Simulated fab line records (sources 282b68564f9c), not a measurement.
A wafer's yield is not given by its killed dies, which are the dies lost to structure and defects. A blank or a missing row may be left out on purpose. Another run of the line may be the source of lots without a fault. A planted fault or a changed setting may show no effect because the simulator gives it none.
A struck lot beside a sound one | flow rit_cmos | 15 out of 202 route steps
Sound: the wafers L932.1, L932.3, L932.4. Struck: wafer L946.3 (left out: L946.1, L946.4 of the same lot, which were not struck); the cause appears at the end.
Order at every step that has rows: each side's tool, ch and its chambers, its first start. Under that, the readings that differ: sound wafers | struck wafers | difference of the means | sigmas: that difference in standard deviations of wafers without a fault.
alike: same words and numbers on both sides, and readings whose means sit less than 2 such deviations apart. not compared: any withheld reading, any reading some wafer has no value for, any bound like >300 that may hide the same value, and any number with overlapping values for which the record gives no deviation.
The two part at a step that has a row with sigmas, a row that says differs or no value, or rows on one side only. Numbers that don't overlap but have no deviation are shown without sigmas and don't part them. Lack of a reading on every wafer of one side parts them only where that side has two or more wafers.

RIT_M1_SPUTTER_00: material Al, target thk 400 nm, time 500 s.
  struck on pvd_sputter-02, day 6 06:07; sound on pvd_sputter-01, day 3 15:40
  alike: throttle_valve_pct
RIT_M1_RS_MEAS_01: the measuring method here is four-point-probe.
  struck on film_metro-02, day 6 06:24; sound on film_metro-02, day 3 15:57
  alike: M1_AL_RS
RIT_M1_THK_MEAS_02: measures by xrf.
  struck on film_metro-02, day 6 06:31; sound on film_metro-02, day 3 16:04
  alike: M1_AL_THK
then, 6 steps without rows for these wafers: RIT_M1_HMDS_03 (prime time 60 s); RIT_M1_COAT_04 (resist thk 1300 nm); RIT_M1_SOFTBAKE_05 (time 60 s); RIT_M1_EXPOSE_06 (exposes mask M12, target cd 2600 nm); RIT_M1_PEB_07; RIT_M1_DEVELOP_08 (develop time 68 s).
RIT_M1_CD_MEAS_09: the cd target is 2600 nm.
  struck on cd_sem-02, day 6 07:28; sound on cd_sem-01, day 3 17:08
  alike: cd_nm
RIT_M1_OVL_MEAS_10:
  struck on overlay-01, day 6 07:35; sound on overlay-02, day 3 17:16
  alike: M1_OVL
then, 1 step without rows for these wafers: RIT_M1_HARDBAKE_11 (time 120 s).
RIT_M1_METAL_ETCH_12: etches Al in Cl2/BCl3, stops on SiO2, time 165 s, target depth 600 nm.
  sound on rie_metal-04 ch 0,1, day 3 17:32; struck on rie_metal-04 ch 1, day 6 07:52
  reading                                  | sound             | struck | difference | sigmas
  model.NOVOLAK_of_M1_COAT_04.thk_nm (nm)  | 807.5 795.7 811.3 | 681.5  | -123.3     |
  model.SiO2_of_CONTACT_CVD_00.thk_nm (nm) | 358.8 356.4 359.2 | 344.1  | -14.0      |
  model.M1.feature_depth_nm (nm)           | 441.1 430 434     | 447    | +12        |
  alike: drypump_motor_current_A, oes_product_au, throttle_valve_pct
  not compared: rf_hours_counter_h
then, 1 step without rows for these wafers: RIT_M1_STRIP_13 (strips in nmp, time 600 s).
RIT_M1_PROBE_99:
  struck on prober-02, day 6 10:13; sound on prober-01, day 3 19:48
  reading                               | sound                      | struck   | difference | sigmas
  sort_bin_6_memory (%)                 | 1.5 0 2.7                  | 0        | -1         | -2
  model.etest.antenna_m1.vt_shift_v (V) | -0.01206 -0.01221 -0.01573 | -0.02453 | -0.01120   |
  alike: defect_limited_yield, killed_at_contacts, killed_at_front_end, killed_dies, killed_open, killed_short, sort_bin_3_pad_short, sort_bin_5_function, sort_n_pass, sort_yield_pct

WHERE THEY PART
At RIT_M1_PROBE_99 and nowhere else, as far as this record goes.

WHY: whatever the simulator had introduced
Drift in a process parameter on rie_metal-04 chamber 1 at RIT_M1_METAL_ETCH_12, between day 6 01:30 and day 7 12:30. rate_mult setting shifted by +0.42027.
